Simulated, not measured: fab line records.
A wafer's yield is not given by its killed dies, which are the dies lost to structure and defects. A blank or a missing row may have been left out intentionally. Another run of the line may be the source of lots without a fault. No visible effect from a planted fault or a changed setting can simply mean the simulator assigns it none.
Which tool did it? | flow berkeley-cmos170 | Sampling: 13 lots, 39 wafers, 3 of 331 route steps

== WHAT THE GAUGES READ, wafer by wafer ==
UCB170_V2_CD_MEAS_90: the cd target is 700 nm. Usual: cd-nm reads 699.6 nm (standard deviation 1.5).
lot  | measured     | on        | cd-nm (nm)        | flag
L403 | day 8 13:08  | cd-sem-02 | 701.6 701.8 699.6 |
L404 | day 9 03:06  | cd-sem-02 | 698.3 698.9 698.7 |
L405 | day 9 03:35  | cd-sem-02 | 698.7 699.0 697.4 |
L406 | day 9 14:13  | cd-sem-01 | 699.0 698.9 698.0 |
L408 | day 9 18:47  | cd-sem-01 | 700.1 700.1 698.6 |
L410 | day 10 06:09 | cd-sem-01 | 700.3 700.0 699.6 |
L412 | day 10 20:40 | cd-sem-01 | 697.4 698.8 698.2 |
L414 | day 11 04:35 | cd-sem-01 | 699.2 698.7 701.6 |
L413 | day 11 06:22 | cd-sem-02 | 701.4 701.9 702.2 |
L415 | day 11 21:12 | cd-sem-01 | 699.9 701.3 698.9 |
L419 | day 12 19:18 | cd-sem-01 | 701.0 700.4 699.4 |
L426 | day 14 08:43 | cd-sem-01 | 698.8 699.1 699.7 |
L425 | day 14 10:22 | cd-sem-02 | 694.7 696.4 696.7 |

UCB170_M3_CD_MEAS_15: the cd target is 700 nm. Usual: cd-nm reads 699.9 nm (standard deviation 1.6).
lot  | measured     | on        | cd-nm (nm)        | flag
L403 | day 8 15:37  | cd-sem-02 | 701.6 701.2 701.5 |
L404 | day 9 05:42  | cd-sem-02 | 702.5 703.0 703.5 |
L405 | day 9 06:00  | cd-sem-01 | 700.9 701.7 702.3 |
L406 | day 9 16:21  | cd-sem-02 | 699.2 698.3 697.5 |
L408 | day 9 20:55  | cd-sem-02 | 699.5 698.9 700.5 |
L410 | day 10 09:14 | cd-sem-02 | 699.5 698.9 700.7 |
L412 | day 10 23:19 | cd-sem-02 | 699.3 697.7 699.1 |
L414 | day 11 06:58 | cd-sem-01 | 700.6 700.6 698.9 |
L413 | day 11 08:56 | cd-sem-02 | 698.1 698.1 697.9 |
L415 | day 11 23:59 | cd-sem-01 | 699.6 699.2 698.9 |
L419 | day 13 01:55 | cd-sem-02 | 700.4 701.9 701.3 |
L426 | day 14 11:28 | cd-sem-02 | 697.4 696.8 699.1 |
L425 | day 14 15:00 | cd-sem-01 | 700.9 699.0 699.1 |

== WHICH TOOL RAN EACH LOT (tool, then ch and the chambers of the sampled wafers, then the start) ==
lot  | UCB170_V2_CMP_02
L403 | cmp-01 ch 0,1,3, day 8 10:36
L404 | cmp-01 ch 0,1, day 9 00:34
L405 | cmp-02 ch 0,1,3, day 9 01:04
L406 | cmp-01 ch 0,1,3, day 9 12:15
L408 | cmp-02 ch 0,1,2, day 9 16:38
L410 | cmp-01 ch 1,2,3, day 10 03:30
L412 | cmp-01 ch 0,2, day 10 18:38
L414 | cmp-02 ch 0,3, day 11 02:34
L413 | cmp-01 ch 0,1,2, day 11 04:29
L415 | cmp-01 ch 1,3, day 11 19:09
L419 | cmp-01 ch 0,2,3, day 12 16:50
L426 | cmp-02 ch 0,1,2, day 14 06:07
L425 | cmp-01 ch 1,2,3, day 14 07:40
- UCB170_V2_CMP_02: polishes SiO2.

== AS READ BY THE TOOLS THEMSELVES (means over the sampled wafers that have a number; for cases with no such wafer, the mark the record gives instead) ==
UCB170_V2_CMP_02. Usual: motor-current-A 15.5 A, standard deviation 1.5; platen-rpm 60.00 rpm, standard deviation 0.038.
lot  | tool   | motor-current-A (A) | platen-rpm (rpm) | flag
L403 | cmp-01 | 15.4                | 60.04            |
L404 | cmp-01 | 15.1                | 60.02            |
L405 | cmp-02 | 16.8                | 59.99            |
L406 | cmp-01 | 15.8                | 60.00            |
L408 | cmp-02 | 16.6                | 59.98            |
L410 | cmp-01 | 15.5                | 60.04            |
L412 | cmp-01 | 14.6                | 60.00            |
L414 | cmp-02 | 15.4                | 60.02            |
L413 | cmp-01 | 15.6                | 60.00            |
L415 | cmp-01 | 16.0                | 59.98            |
L419 | cmp-01 | 14.5                | 60.01            |
L426 | cmp-02 | 15.9                | 59.98            |
L425 | cmp-01 | 15.4                | 59.99            |

== THE ANSWER, worked out from the rows above alone ==
Rule: a lot counts as off when the mean over its wafers that have a number is more than 3 standard deviations away from the usual mean. A lot without any number at a reading at which 4 lots or more have one is off too. All remaining lots with rows at the step are treated as sound. First the gauges in route order, then the tools' own readings, where a lot's mean is used as printed above. The first step at which some lot is off is used, and at that step the reading that is off furthest; a lot without a number counts as furthest.
Nothing can be told from this: no lot is off at any reading shown.

== WHAT THE SIMULATOR HAD PUT IN ==
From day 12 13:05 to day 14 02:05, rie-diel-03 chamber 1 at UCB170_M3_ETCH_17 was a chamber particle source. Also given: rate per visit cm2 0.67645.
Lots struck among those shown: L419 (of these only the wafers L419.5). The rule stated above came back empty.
